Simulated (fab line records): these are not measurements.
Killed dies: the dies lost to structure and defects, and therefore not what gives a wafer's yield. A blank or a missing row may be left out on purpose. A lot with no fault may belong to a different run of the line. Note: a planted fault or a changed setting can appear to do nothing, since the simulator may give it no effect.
Which tool is to blame? | flow berkeley_cmos170 | 21 wafers from 7 lots sampled at 3 of the route's 331 steps

== WHAT THE GAUGES READ, wafer by wafer ==
UCB170_NSD_TW_MEAS_10.
lot  | measured     | on            | NSD_TW
L319 | day 9 03:23  | film_metro-01 | 4224 4207 4211
L321 | day 9 17:50  | film_metro-03 | 4164 4179 4198
L324 | day 10 13:22 | film_metro-03 | 4441 4415 4419
L325 | day 10 13:55 | film_metro-04 | 4160 4134 4174
L332 | day 11 16:43 | film_metro-04 | 4382 4365 4382
L338 | day 12 05:44 | film_metro-04 | 4178 4192 4188
L340 | day 13 07:11 | film_metro-04 | 4194 4183 4176

== TOOL THAT RAN EACH LOT (tool first, then ch and the chambers of the sampled wafers, then the start) ==
lot  | UCB170_NSD_IMPLANT_08           | UCB170_NSD_STRIP_09
L319 | implanter-01 ch 0, day 9 03:08  | plasma_asher-02 ch 0,1, day 9 03:17
L321 | implanter-04 ch 0, day 9 17:36  | plasma_asher-01 ch 0,1, day 9 17:44
L324 | implanter-01 ch 0, day 10 12:48 | plasma_asher-02 ch 0,1, day 10 13:16
L325 | implanter-01 ch 0, day 10 13:42 | plasma_asher-02 ch 0,1, day 10 13:50
L332 | implanter-04 ch 0, day 11 16:10 | plasma_asher-01 ch 0,1, day 11 16:37
L338 | implanter-03 ch 0, day 12 05:30 | plasma_asher-02 ch 0,1, day 12 05:38
L340 | implanter-03 ch 0, day 13 06:56 | plasma_asher-04 ch 0,1, day 13 07:05
- UCB170_NSD_IMPLANT_08
- UCB170_NSD_STRIP_09: strips in O2.

== THE ANSWER, worked out from the rows above alone ==
Rule: the lots themselves supply what counts as usual. The widest of any qualifying gaps counts: lots, ordered by their means at a reading, are off when they make up no more than a third of the lots, leave a main group of 4 or more, and stand apart from it by 3 or more times the standard deviation of that group's means. The tables above print the reading to a certain number of digits; a main group whose means all agree to those digits is not used. Also off: a lot with no number at a reading for which 4 or more lots have one. All remaining lots with rows at the step are treated as sound.
Off: L324, L332, at UCB170_NSD_TW_MEAS_10 (NSD_TW). Mean 4184 and standard deviation 18 in the main group.
If a tool, at a process step before that reading, ran all the lots that are off and no sound lot after the first of them, it fits. Those tools and the gauges at UCB170_NSD_TW_MEAS_10 are tried in the same way. None of those tried fits.

== WHAT THE SIMULATOR PUT IN ==
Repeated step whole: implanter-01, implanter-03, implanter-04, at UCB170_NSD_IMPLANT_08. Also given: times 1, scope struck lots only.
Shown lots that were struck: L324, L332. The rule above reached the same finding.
